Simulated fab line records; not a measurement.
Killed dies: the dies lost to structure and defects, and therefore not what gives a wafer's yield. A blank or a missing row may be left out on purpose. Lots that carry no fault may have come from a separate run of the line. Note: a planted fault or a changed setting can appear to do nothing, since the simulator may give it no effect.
Which tool is to blame? | flow berkeley cmos170 | Sampling: 14 lots, 42 wafers, 4 of 331 route steps

## WHAT THE GAUGES READ, wafer by wafer
UCB170_M3_THK_MEAS_03: measures by xrf. Usual: M3_AL_THK 928 nm, standard deviation 11.
lot  | measured     | on            | M3_AL_THK (nm) | flag
L829 | day 9 01:50  | film metro-03 | 934 946 938    |
L828 | day 8 19:49  | film metro-04 | 925 920 914    |
L831 | day 9 08:04  | film metro-03 | 941 940 949    |
L832 | day 9 03:32  | film metro-02 | 923 922 921    |
L834 | day 10 00:01 | film metro-02 | 926 931 936    |
L833 | day 9 23:43  | film metro-03 | 945 944 939    |
L836 | day 10 07:55 | film metro-03 | 918 915 923    |
L837 | day 10 06:19 | film metro-03 | 937 921 935    |
L838 | day 11 06:44 | film metro-03 | 924 947 951    |
L839 | day 11 06:30 | film metro-02 | 905 924 907    |
L840 | day 11 22:07 | film metro-02 | 938 940 941    |
L845 | day 12 09:53 | film metro-02 | 938 906 928    |

UCB170_M3_BOW_MEAS_20. Usual: M3_BOW 35 um, standard deviation 6.5.
lot  | measured     | on            | M3_BOW (um) | flag
L829 | day 9 05:11  | film metro-02 | 32 33 38    |
L828 | day 8 22:11  | film metro-03 | 34 30 42    |
L831 | day 9 10:31  | film metro-02 | 38 37 46    |
L832 | day 9 07:43  | film metro-04 | 34 28 32    |
L834 | day 10 02:25 | film metro-03 | 30 34 32    |
L833 | day 10 01:57 | film metro-02 | 33 32 41    |
L836 | day 10 10:28 | film metro-04 | 36 30 39    |
L837 | day 10 09:20 | film metro-03 | 30 34 22    |
L838 | day 11 09:43 | film metro-04 | 28 39 28    |
L839 | day 11 08:56 | film metro-03 | 26 36 28    |
L840 | day 12 00:34 | film metro-02 | 41 43 36    |
L845 | day 12 12:10 | film metro-02 | 24 42 40    |

## WHAT TOOL EACH LOT RAN ON (gives the tool, then ch and the chambers of the sampled wafers, and finally the start)
lot  | UCB170_PWELL_STRIP_16               | UCB170_M3_STRIP_07
L829 | plasma asher-03 ch 0,1, day 3 18:13 | plasma asher-04 ch 1, day 9 02:59
L828 | plasma asher-04 ch 0,1, day 3 18:29 | plasma asher-01 ch 0,1, day 8 20:20
L831 | plasma asher-01 ch 0,1, day 4 03:02 | plasma asher-01 ch 1, day 9 08:34
L832 | plasma asher-01 ch 0,1, day 4 11:00 | plasma asher-03 ch 0,1, day 9 04:04
L834 | plasma asher-04 ch 0,1, day 4 19:17 | plasma asher-03 ch 0,1, day 10 00:31
L833 | plasma asher-03 ch 0,1, day 4 19:25 | plasma asher-04 ch 0,1, day 10 00:13
L836 | plasma asher-03 ch 1, day 5 09:02   | plasma asher-04 ch 0,1, day 10 08:25
L837 | plasma asher-03 ch 0,1, day 5 09:31 | plasma asher-01 ch 0,1, day 10 07:04
L838 | plasma asher-04 ch 0,1, day 5 21:29 | plasma asher-03 ch 0,1, day 11 07:21
L839 | plasma asher-01 ch 0,1, day 6 01:23 | plasma asher-04 ch 0,1, day 11 07:01
L840 | plasma asher-03 ch 0,1, day 6 09:20 | plasma asher-04 ch 0,1, day 11 22:37
L842 | plasma asher-03 ch 0,1, day 6 14:01 | -
L841 | plasma asher-01 ch 0,1, day 6 14:26 | -
L845 | plasma asher-04 ch 0,1, day 7 07:20 | plasma asher-04 ch 0,1, day 12 10:24
- UCB170_PWELL_STRIP_16: strips in O2.
- UCB170_M3_STRIP_07: strips in O2.

## WHAT THE TOOLS THEMSELVES READ (means of the sampled wafers that have a number; where no wafer has one, the mark that the record gives instead)
UCB170_PWELL_STRIP_16. Usual: chamber pressure mTorr 3500 mTorr, standard deviation 3.2; drypump motor current A 5.8 A, standard deviation 0.37; oes product au 0.721 a.u., standard deviation 0.0043; strip time to endpoint s 18.09 s, standard deviation 0.091.
lot  | tool            | chamber pressure mTorr (mTorr) | drypump motor current A (A) | oes product au (a.u.) | strip time to endpoint s (s) | flag
L829 | plasma asher-03 | 3501                           | 5.7                         | 0.717                 | 18.04                        |
L828 | plasma asher-04 | 3499                           | 5.8                         | 0.720                 | 18.10                        |
L831 | plasma asher-01 | 3503                           | 6.0                         | 0.727                 | 18.01                        |
L832 | plasma asher-01 | 3501                           | 5.7                         | 0.719                 | 18.13                        |
L834 | plasma asher-04 | 3499                           | 5.8                         | 0.725                 | 18.18                        |
L833 | plasma asher-03 | 3500                           | 5.7                         | 0.723                 | 18.15                        |
L836 | plasma asher-03 | 3500                           | 5.5                         | 0.718                 | 18.09                        |
L837 | plasma asher-03 | 3501                           | 5.6                         | 0.716                 | 18.06                        |
L838 | plasma asher-04 | 3500                           | 5.8                         | 0.724                 | 18.10                        |
L839 | plasma asher-01 | 3503                           | 6.0                         | 0.717                 | 18.06                        |
L840 | plasma asher-03 | 3501                           | 5.5                         | 0.723                 | 18.03                        |
L842 | plasma asher-03 | -                              | -                           | -                     | -                            | OFF
L841 | plasma asher-01 | -                              | -                           | -                     | -                            | OFF
L845 | plasma asher-04 | 3500                           | 5.8                         | 0.722                 | 18.12                        |

UCB170_M3_STRIP_07. Usual: chamber pressure mTorr 3500 mTorr, standard deviation 3.2; drypump motor current A 5.8 A, standard deviation 0.38; oes product au 0.734 a.u., standard deviation 0.0045; strip time to endpoint s 21.96 s, standard deviation 0.06.
lot  | tool            | chamber pressure mTorr (mTorr) | drypump motor current A (A) | oes product au (a.u.) | strip time to endpoint s (s) | flag
L829 | plasma asher-04 | 3500                           | 5.5                         | 0.735                 | 21.97                        |
L828 | plasma asher-01 | 3498                           | 5.7                         | 0.732                 | 22.01                        |
L831 | plasma asher-01 | 3499                           | 5.5                         | 0.733                 | 21.91                        |
L832 | plasma asher-03 | 3503                           | 5.6                         | 0.737                 | 21.90                        |
L834 | plasma asher-03 | 3501                           | 5.7                         | 0.738                 | 21.94                        |
L833 | plasma asher-04 | 3498                           | 6.1                         | 0.736                 | 21.92                        |
L836 | plasma asher-04 | 3495                           | 5.8                         | 0.734                 | 21.94                        |
L837 | plasma asher-01 | 3498                           | 5.7                         | 0.735                 | 21.89                        |
L838 | plasma asher-03 | 3499                           | 5.7                         | 0.728                 | 21.96                        |
L839 | plasma asher-04 | 3498                           | 6.1                         | 0.735                 | 21.96                        |
L840 | plasma asher-04 | 3499                           | 6.1                         | 0.732                 | 21.98                        |
L845 | plasma asher-04 | 3500                           | 5.8                         | 0.734                 | 21.98                        |

## THE ANSWER, worked out from the rows above alone
Rule: lot off if the mean of its wafers having a number is beyond 3 standard deviations from the usual mean. A lot without any number at a reading at which 4 lots or more have one is off too. Where the step has rows for the other lots, those lots are counted as sound. First the gauges in route order, then the tools' own readings, where a lot's mean is used as printed above. The first step at which some lot is off is used, and at that step the reading that is off furthest; a lot without a number counts as furthest.
Off: L842, L841 (UCB170_PWELL_STRIP_16, chamber pressure mTorr). Without a number there: L842, L841.
A tool fits if, at that step or a process step before it, it ran every lot that is off, and no sound lot after the first of them. No candidate that was tried fits.

## WHAT HAD BEEN PUT IN BY THE SIMULATOR
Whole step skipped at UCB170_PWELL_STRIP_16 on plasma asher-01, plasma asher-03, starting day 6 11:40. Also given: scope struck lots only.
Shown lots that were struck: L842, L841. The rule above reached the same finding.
